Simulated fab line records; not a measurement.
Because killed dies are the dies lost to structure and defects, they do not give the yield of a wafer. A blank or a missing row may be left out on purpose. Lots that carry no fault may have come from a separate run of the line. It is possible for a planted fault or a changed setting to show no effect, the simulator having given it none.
Problem report in the 8D (eight disciplines) form, filled by code    flow berkeleyCmos170    the parts of the form that need people (team, actions taken, sign-off) are left out

== 1. THE ISSUE ==
At UCB170_GATE_ANNEAL_03, tubeCenterTempC averages 910 C over 12 wafers from 4 lots, while fault-free wafers read 900 C, standard deviation 0.076. So: +99 or more standard deviations from the usual mean.
The step: time 1800 s.
Seen first at day 8 18:10 on furnace-02, wafer L739.1. The record has a number at this step for 48 wafers belonging to 16 lots. Rule for "out", or "out of limits": more than 4 standard deviations from the usual mean. The other wafers with a number count as sound.

== 2. WHAT IT IS AND WHAT IT IS NOT ==
question                     is                                                       is not
which readings at this step  tubeCenterTempC, spikeTcCentreC, tube_center_temp_C_max  zonePowerCentrePct
which lots                   L739, L740, L741, L742                                   L725, L726, L727, L728, L730, L731, L732, L733, L734, L735, L738, L748
which wafers of those lots   all that have a number                                   -
read on which tools          furnace-02                                               furnace-03, furnace-04
when                         from day 8 18:10                                         up to then (33 sound wafers); but 3 sound wafers of L748 came after

== 3. SUSPECTS, AND WHAT RULES EACH OUT ==
Counting: any tool at a process step up to the reading is kept as a suspect provided that every lot that is out went through it and no sound lot did after the first of them.
- furnace-02 at UCB170_GATE_ANNEAL_03 (time 1800 s): kept. It ran every lot that is out, first L739 (day 8 18:10), and no sound lot after that; its last sound lot up to then is L738 (day 8 07:13). On those wafers its own readings are out: spikeTcCentreC, tubeCenterTempC, tube_center_temp_C_max.
The count leaves furnace-02 at UCB170_GATE_ANNEAL_03.

== 4. THE CAUSE (what the simulator had put in) ==
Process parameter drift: furnace-02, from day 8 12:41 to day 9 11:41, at UCB170_GATE_ANNEAL_03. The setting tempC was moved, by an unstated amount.
The count eliminated every tool but this one.

== 5. SEQUENCE OF EFFECTS, ordered by route ==
One row per reading whose mean, taken over the struck wafers that have a number, lies over 3 standard deviations from the usual. Only readings for which the record gives a usual standard deviation are gone through. hours: the time from each lot's start at the first step in this table that gives one to its start at this step, as a median over the lots. sigmas: the change in usual standard deviations.
hours  step                   reading                 usual    on struck wafers  change  sigmas
0      UCB170_GATE_ANNEAL_03  spikeTcCentreC          902.4 C  911.9             +9.5    +7.3
0      UCB170_GATE_ANNEAL_03  spikeTcSourceC          923.3 C  931.5             +8.2    +3.2
0      UCB170_GATE_ANNEAL_03  tubeCenterTempC         900 C    910               +10     +99 or more
0      UCB170_GATE_ANNEAL_03  tube_center_temp_C_max  902.3    912.3             +10.0   +26
Its process steps:
- UCB170_GATE_ANNEAL_03: time 1800 s.
Later steps that measure or inspect, where all struck wafers having a row at the step show a number for every such reading and not one has moved that far: UCB170_PSD_TW_MEAS_10, UCB170_V2_CD_MEAS_12.

== 6. WHAT WOULD HAVE CAUGHT IT SOONER ==
5 hours passed between the start of the fault at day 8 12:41 and the first reading out of limits in this record, taken at day 8 18:10.
